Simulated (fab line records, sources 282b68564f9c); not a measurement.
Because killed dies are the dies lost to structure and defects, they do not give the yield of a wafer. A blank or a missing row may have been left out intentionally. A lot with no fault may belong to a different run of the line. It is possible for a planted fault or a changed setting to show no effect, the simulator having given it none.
Check of tool commonality -- flow ritCmos -- Sampled: 14 lots, 42 wafers

== WHAT PROMPTED THE OPENING ==
At RIT_NRETRO_TW_MEAS_10 the reading NRETRO_TW is flagged on 2 of 14 lots. Wafers without a fault read 1052, standard deviation 8.
Rule: flag the lot when none of its wafers has a number, or when each of its wafers that has one lies beyond 4 standard deviations from that mean. The rest of the lots are taken to be sound.

lot,measured,on,"NRETRO_TW, wafer by wafer",flag
L146,day 2 08:44,filmMetro-01,1046 1045 1048,
L147,day 2 12:08,filmMetro-01,1050 1048 1050,
L149,day 2 22:44,filmMetro-01,1048 1046 1048,
L151,day 3 10:42,filmMetro-03,1043 1047 1046,
L152,day 3 15:45,filmMetro-03,1050 1043 1037,
L158,day 4 22:01,filmMetro-04,1049 1047 1054,
L159,day 5 02:55,filmMetro-01,1257 1251 1253,FLAGGED
L160,day 5 08:13,filmMetro-04,1262 1249 1252,FLAGGED
L161,day 5 12:00,filmMetro-04,1068 1062 1068,
L165,day 6 06:13,filmMetro-03,1055 1060 1053,
L166,day 6 16:45,filmMetro-04,1056 1067 1064,
L167,day 6 17:29,filmMetro-03,1054 1058 1055,
L168,day 6 21:59,filmMetro-01,1051 1049 1047,
L169,day 7 04:33,filmMetro-04,1066 1061 1065,
Average over the flagged lots: 1254; offset from the usual +202, equal to +25 standard deviations.

== EACH LOT AND THE TOOL IT RAN ON ==
The record keeps 1 process step preceding the reading, out of 202 steps on the route. Every cell lists first the tool, next ch and the chambers used by the sampled wafers, and last the start.
lot,flag,RIT_NRETRO_IMPLANT_08
L146,,"implanter-01 ch 0, day 2 08:25"
L147,,"implanter-03 ch 0, day 2 11:50"
L149,,"implanter-02 ch 0, day 2 22:25"
L151,,"implanter-03 ch 0, day 3 10:25"
L152,,"implanter-03 ch 0, day 3 15:26"
L158,,"implanter-01 ch 0, day 4 21:44"
L159,FLAGGED,"implanter-03 ch 0, day 5 02:35"
L160,FLAGGED,"implanter-03 ch 0, day 5 07:55"
L161,,"implanter-01 ch 0, day 5 11:41"
L165,,"implanter-01 ch 0, day 6 05:53"
L166,,"implanter-02 ch 0, day 6 16:27"
L167,,"implanter-01 ch 0, day 6 17:09"
L168,,"implanter-02 ch 0, day 6 21:39"
L169,,"implanter-01 ch 0, day 7 04:14"
What these steps do:
- RIT_NRETRO_IMPLANT_08
- RIT_NRETRO_TW_MEAS_10

== FLAGGED OVER TOTAL, TOOL BY TOOL (the gauges that took the reading come last) ==
step,tool,lots run,flagged,share of the flagged lots,sound lots run after its first flagged lot
RIT_NRETRO_IMPLANT_08,implanter-01,6,0,none,-
RIT_NRETRO_IMPLANT_08,implanter-02,3,0,none,-
RIT_NRETRO_IMPLANT_08,implanter-03,5,2,all,0
RIT_NRETRO_TW_MEAS_10,filmMetro-01,5,1,some,1 (L168)
RIT_NRETRO_TW_MEAS_10,filmMetro-03,4,0,none,-
RIT_NRETRO_TW_MEAS_10,filmMetro-04,5,1,some,"3 (L161,L166,L169)"

== WHAT THE TABLE ALLOWS ==
In the table, 1 row covers all flagged lots: implanter-03 at RIT_NRETRO_IMPLANT_08.
- implanter-03 at RIT_NRETRO_IMPLANT_08: 2 of its 5 lots flagged. A fault beginning between L152 (day 3 15:26), its last sound lot, and L159 (day 5 02:35), its first flagged one, fits the data. Its own readings lie more than 4 standard deviations out on every wafer of the flagged lots: doseIonsCm2, faradayCurrentUA.
One tool is left: implanter-03 at RIT_NRETRO_IMPLANT_08.

== WHAT THE SIMULATOR HAD PUT IN ==
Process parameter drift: implanter-03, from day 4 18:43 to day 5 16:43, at RIT_NRETRO_IMPLANT_08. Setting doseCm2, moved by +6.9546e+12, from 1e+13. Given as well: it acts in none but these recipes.
Lots struck among those shown: L159, L160. The rule above reached the same finding.
